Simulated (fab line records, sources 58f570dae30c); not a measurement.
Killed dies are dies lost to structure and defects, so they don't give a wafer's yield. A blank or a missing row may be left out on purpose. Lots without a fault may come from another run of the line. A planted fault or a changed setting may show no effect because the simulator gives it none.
Which tool did it? | flow berkeley_cmos170 | 15 lots, 45 wafers sampled, at 1 step of a route of 331

WHAT THE GAUGES READ, wafer by wafer
The record holds no reading of a measuring or inspecting step that can be judged against a usual standard deviation.

WHICH TOOL RAN EACH LOT (tool, then ch and the chambers of the sampled wafers, then the start)
lot  | UCB170_V1_PEB_10
L865 | litho_track-02 ch 0, day 8 21:25
L866 | litho_track-02 ch 0, day 8 22:32
L871 | litho_track-04 ch 0, day 9 18:43
L870 | litho_track-04 ch 0, day 9 21:17
L872 | litho_track-04, day 10 00:26
L873 | litho_track-04, day 10 01:47
L877 | litho_track-02, day 10 09:55
L875 | litho_track-04 ch 0, day 10 11:30
L881 | litho_track-03 ch 0, day 11 10:44
L878 | litho_track-02 ch 0, day 11 12:31
L879 | litho_track-04 ch 0, day 11 15:26
L885 | litho_track-04 ch 0, day 12 12:55
L887 | litho_track-04 ch 0, day 12 14:35
L882 | litho_track-03 ch 0, day 12 14:44
L884 | litho_track-04 ch 0, day 12 22:14
- UCB170_V1_PEB_10

WHAT THE TOOLS THEMSELVES READ (means of the sampled wafers that have a number; where no wafer has one, the mark that the record gives instead)
UCB170_V1_PEB_10. Usual: chill_plate_temp_C 23.02 C, standard deviation 0.1; exhaust_pa 44.9 Pa, standard deviation 0.81; resist_line_temp_C 22.98 C, standard deviation 0.11.
lot  | tool           | chill_plate_temp_C (C) | exhaust_pa (Pa) | resist_line_temp_C (C) | flag
L865 | litho_track-02 | 23.10                  | 45.3            | 23.09                  |
L866 | litho_track-02 | 23.04                  | 43.8            | 23.06                  |
L871 | litho_track-04 | 23.04                  | 45.2            | 22.84                  |
L870 | litho_track-04 | 22.97                  | 44.4            | 22.92                  |
L872 | litho_track-04 | -                      | -               | -                      | OFF
L873 | litho_track-04 | -                      | -               | -                      | OFF
L877 | litho_track-02 | -                      | -               | -                      | OFF
L875 | litho_track-04 | 23.10                  | 45.3            | 23.05                  |
L881 | litho_track-03 | 23.02                  | 45.1            | 22.93                  |
L878 | litho_track-02 | 22.99                  | 44.4            | 22.94                  |
L879 | litho_track-04 | 23.10                  | 45.5            | 22.91                  |
L885 | litho_track-04 | 22.92                  | 44.8            | 23.01                  |
L887 | litho_track-04 | 23.10                  | 44.5            | 22.94                  |
L882 | litho_track-03 | 23.16                  | 45.1            | 22.94                  |
L884 | litho_track-04 | 22.95                  | 45.0            | 22.93                  |

THE ANSWER, worked out from the rows above alone
Rule: a lot is off if the mean of its wafers that have a number lies more than 3 standard deviations from the usual mean. A lot without any number at a reading at which 4 lots or more have one is off too. The other lots that the step has rows for count as sound. The gauges are gone through in route order, then the tools' own readings, and for those a lot's mean is taken as printed above. The first step at which some lot is off is used, and at that step the reading that is off furthest; a lot without a number counts as furthest.
Off: L872, L873, L877, at UCB170_V1_PEB_10 (chill_plate_temp_C). Without a number there: L872, L873, L877.
A tool fits if, at that step or a process step before it, it ran every lot that is off, and no sound lot after the first of them. None of those tried fits.

WHAT THE SIMULATOR HAD PUT IN
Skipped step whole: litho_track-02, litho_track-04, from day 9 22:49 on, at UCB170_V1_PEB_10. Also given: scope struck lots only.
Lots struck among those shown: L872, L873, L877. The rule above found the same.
